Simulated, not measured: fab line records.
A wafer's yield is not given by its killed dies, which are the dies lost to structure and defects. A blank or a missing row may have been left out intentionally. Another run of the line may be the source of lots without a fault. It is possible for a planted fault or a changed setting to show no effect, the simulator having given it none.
fab line records -- flow rit_cmos
record lots=7, wafers=21, last_day=6
route steps=202 shown ACTIVE@19 FOX1@20 FOX2@23 NWELL@28
lots untouched by any fault: they come from a run of this same line in which no faults occurred
start_h: hours from the record's first day to the start of the lot's first wafer shown -- wait_h: hours since the lot's step before -- " repeats the value in the row above -- L1.1+2: one row covering several wafers at once -- - no value present, or no start provided -- * or withheld: withheld -- < > ~ a bound
route shown NAME@n: names a module that has steps shown in the file, with the first one's number in the route -- usual: the fault-free wafers' mean and standard deviation -- same: alike in all rows -- chamber/n: place in a boat -- sites: each site's reading -- _std_site: how widely they spread, as a standard deviation -- _edge_site: the outer-site mean with the inner-site mean subtracted -- radius_mm: how far each site lies from the wafer's centre -- mask NAME#n: copy n -- behind: the most recent tool/chamber to have shaped the wafer -- hold: why the lot was held/for how many hours/how that ended -- device: whichever transistor did not switch (one of n, p or np) -- end of line: the route-end tests of the same wafers -- for a step that has no rows: nothing shown but its recipe -- killed: the dies lost at the first sort to structure and to defects; this is not the yield of the wafer -- map: shows each die of a wafer: x if killed, . if not, _ if none is there
set.NAME: the setting the step ran with; set.NAME@STEP: the setting that earlier step ran with -- model.NAME: the simulator's own value behind a step, which no gauge read
lots at selected steps of the route; one table per step, one row per wafer
services: the hour from which a tool's chamber was out of use, counted from the record's first day as start_h (under 0 if before that day), plus the number of hours and why
## steps
# step RIT_ACTIVE_CLEAN_17
# recipe chemistry=SC2, mix=3:3:50, time_s=600, temp_c=75, dry=n2_spin
# step RIT_FOX1_OXIDATION_00
# recipe temp_c=1100, ambient=H2O, target_thk_a=3507, p_h2o_torr=720, ox_time_s=1130
# step RIT_FOX1_THK_MEAS_01
# recipe reads=SiO2_of_FOX1_OXIDATION_00
# usual FOX1_OXIDE_THK=351/7.9
lot.wafer,tool,chamber,start_h,wait_h,FOX1_OXIDE_THK[nm]
L653.1,film_metro-01,-,26.74,0.0,344
L653.5,film_metro-01,-,26.74,0.0,340
L653.6,film_metro-01,-,26.74,0.0,346
L656.1,film_metro-04,-,39.74,0.0,354
L656.2,film_metro-04,-,39.74,0.0,358
L656.6,film_metro-04,-,39.74,0.0,347
L661.2,film_metro-01,-,63.89,0.0,361
L661.5,film_metro-01,-,63.89,0.0,361
L661.6,film_metro-01,-,63.89,0.0,356
L662.1,film_metro-04,-,70.92,0.0,352
L662.4,film_metro-04,-,70.92,0.0,343
L662.6,film_metro-04,-,70.92,0.0,348
L663.2,film_metro-01,-,74.34,0.0,354
L663.4,film_metro-01,-,74.34,0.0,356
L663.6,film_metro-01,-,74.34,0.0,349
L666.1,film_metro-04,-,89.69,0.0,360
L666.3,film_metro-04,-,89.69,0.0,356
L666.5,film_metro-04,-,89.69,0.0,357
L670.3,film_metro-02,-,108.42,0.0,360
L670.4,film_metro-02,-,108.42,0.0,356
L670.6,film_metro-02,-,108.42,0.0,361
# step RIT_FOX1_WET_ETCH_02
# recipe chemistry=BOE, target_depth_nm=350, time_s=390, temp_c=21.5, dry=n2_spin, dilution=10:1, target=SiO2
# step RIT_FOX2_OXIDATION_00
# recipe temp_c=1100, ambient=H2O, target_thk_a=3507, p_h2o_torr=720, ox_time_s=1158
# step RIT_FOX2_THK_MEAS_01
# recipe reads=SiO2_of_FOX2_OXIDATION_00
# usual FOX2_OXIDE_THK=356/7.8
lot.wafer,tool,chamber,start_h,wait_h,FOX2_OXIDE_THK[nm]
L653.1,film_metro-01,-,28.30,0.0,347
L653.5,film_metro-01,-,28.30,0.0,348
L653.6,film_metro-01,-,28.30,0.0,344
L656.1,film_metro-03,-,41.23,0.0,372
L656.2,film_metro-03,-,41.23,0.0,366
L656.6,film_metro-03,-,41.23,0.0,365
L661.2,film_metro-01,-,65.39,0.0,378
L661.5,film_metro-01,-,65.39,0.0,370
L661.6,film_metro-01,-,65.39,0.0,369
L662.1,film_metro-03,-,75.24,0.0,359
L662.4,film_metro-03,-,75.24,0.0,352
L662.6,film_metro-03,-,75.24,0.0,360
L663.2,film_metro-03,-,76.56,0.0,355
L663.4,film_metro-03,-,76.56,0.0,355
L663.6,film_metro-03,-,76.56,0.0,359
L666.1,film_metro-04,-,91.21,0.0,350
L666.3,film_metro-04,-,91.21,0.0,351
L666.5,film_metro-04,-,91.21,0.0,356
L670.3,film_metro-04,-,110.73,0.0,357
L670.4,film_metro-04,-,110.73,0.0,356
L670.6,film_metro-04,-,110.73,0.0,358
# step RIT_FOX2_CLEAN_02
# recipe chemistry=dHF, dilution=50:1, time_s=180
# step RIT_FOX2_WET_ETCH_03
# recipe chemistry=H3PO4, target=Si3N4, target_depth_nm=195, temp_c=165, time_s=2700
# step RIT_FOX2_THK_MEAS_90
# recipe reads=SiO2_of_FOX2_OXIDATION_00
# usual FIELD_OXIDE_LEFT_1_THK=329/7.9
lot.wafer,tool,chamber,start_h,wait_h,FIELD_OXIDE_LEFT_1_THK[nm]
L653.1,film_metro-03,-,29.18,0.0,320
L653.5,film_metro-03,-,29.18,0.0,321
L653.6,film_metro-03,-,29.18,0.0,316
L656.1,film_metro-04,-,42.12,0.0,345
L656.2,film_metro-04,-,42.12,0.0,339
L656.6,film_metro-04,-,42.12,0.0,338
L661.2,film_metro-03,-,66.27,0.0,351
L661.5,film_metro-03,-,66.27,0.0,343
L661.6,film_metro-03,-,66.27,0.0,342
L662.1,film_metro-04,-,76.12,0.0,331
L662.4,film_metro-04,-,76.12,0.0,325
L662.6,film_metro-04,-,76.12,0.0,332
L663.2,film_metro-03,-,77.44,0.0,328
L663.4,film_metro-03,-,77.44,0.0,328
L663.6,film_metro-03,-,77.44,0.0,332
L666.1,film_metro-01,-,92.08,0.0,323
L666.3,film_metro-01,-,92.08,0.0,323
L666.5,film_metro-01,-,92.08,0.0,329
L670.3,film_metro-03,-,111.68,0.0,330
L670.4,film_metro-03,-,111.68,0.0,329
L670.6,film_metro-03,-,111.68,0.0,330
# step RIT_NWELL_HMDS_00
# recipe prime_time_s=60, prime_temp_c=140
# step RIT_NWELL_COAT_01
# recipe resist=NOVOLAK, spin_rpm=2000, resist_thk_nm=1300
# step RIT_NWELL_SOFTBAKE_02
# recipe resist=NOVOLAK, temp_c=90, time_s=60
# step RIT_NWELL_EXPOSE_03
# recipe mask_id=M2, na=0.57, target_cd_nm=43900, dose_mj=250
# usual exposure_dose_mJ_cm2=249.97/0.26, focus_offset_nm=0.2/0.55
lot.wafer,tool,chamber,start_h,wait_h,mask,exposure_dose_mJ_cm2,focus_offset_nm
L653.1,iline_stepper-02,0,29.69,0.1,M2#0,249.77,1.2
L653.5,iline_stepper-02,0,29.69,0.1,M2#0,249.53,0.9
L653.6,iline_stepper-02,0,29.69,0.1,M2#0,250.05,0.9
L656.1,iline_stepper-02,0,42.63,0.1,M2#0,249.63,0.2
L656.2,iline_stepper-02,0,42.63,0.1,M2#0,249.78,-0.6
L656.6,iline_stepper-02,0,42.63,0.1,M2#0,249.97,-0.4
L661.2,iline_stepper-02,-,66.91,0.2,M2#0,-,-
L661.5,iline_stepper-02,-,66.91,0.2,M2#0,-,-
L661.6,iline_stepper-02,-,66.91,0.2,M2#0,-,-
L662.1,iline_stepper-01,-,76.75,0.2,M2#0,-,-
L662.4,iline_stepper-01,-,76.75,0.2,M2#0,-,-
L662.6,iline_stepper-01,-,76.75,0.2,M2#0,-,-
L663.2,iline_stepper-01,-,78.26,0.1,M2#0,-,-
L663.4,iline_stepper-01,-,78.26,0.1,M2#0,-,-
L663.6,iline_stepper-01,-,78.26,0.1,M2#0,-,-
L666.1,iline_stepper-01,0,92.72,0.2,M2#0,249.99,0.1
L666.3,iline_stepper-01,0,92.72,0.2,M2#0,249.54,0.6
L666.5,iline_stepper-01,0,92.72,0.2,M2#0,249.68,0.4
L670.3,iline_stepper-01,0,112.22,0.1,M2#0,250.08,-1.2
L670.4,iline_stepper-01,0,112.22,0.1,M2#0,250.26,-0.1
L670.6,iline_stepper-01,0,112.22,0.1,M2#0,249.70,-0.5
# step RIT_NWELL_PEB_04
# recipe resist=NOVOLAK, temp_c=withheld, time_s=withheld
## services
tool,chamber,start_h,hours,kind
iline_stepper-02,0,11.28,-,calibration
iline_stepper-02,-,13.93,2.1,pm
iline_stepper-02,-,16.02,-,consumable_replace:lamp
iline_stepper-02,-,106.63,9.2,repair
## key
first_sign step=RIT_NWELL_EXPOSE_03, reading=tool_record, direction=missing
effect none on later readings
met_at RIT_NWELL_EXPOSE_03
struck_wafers L661.2,L661.5,L661.6,L662.1,L662.4,L662.6,L663.2,L663.4,L663.6
sort_left_out L661.2,L661.5,L661.6,L662.1,L662.4,L662.6,L663.2,L663.4,L663.6
tester_left_out L661,L662,L663
onset_between 42.63 66.91
fault kind=skipped_step_whole, tool=iline_stepper-01,iline_stepper-02, chamber=-, onset_h=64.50, steps=RIT_NWELL_EXPOSE_03, scope=struck_lots_only
# tester_left_out: of these lots the tester's yield and bins aren't shown, on N5 and GAA mostly nor the transistor test; their killed dies are dies lost to structure and defects alone, not to doping, threshold or leakage, so they don't give the yield
# sort_left_out: the simulated sort isn't trusted on such a fault, so these wafers' sort isn't shown, and their yield isn't known
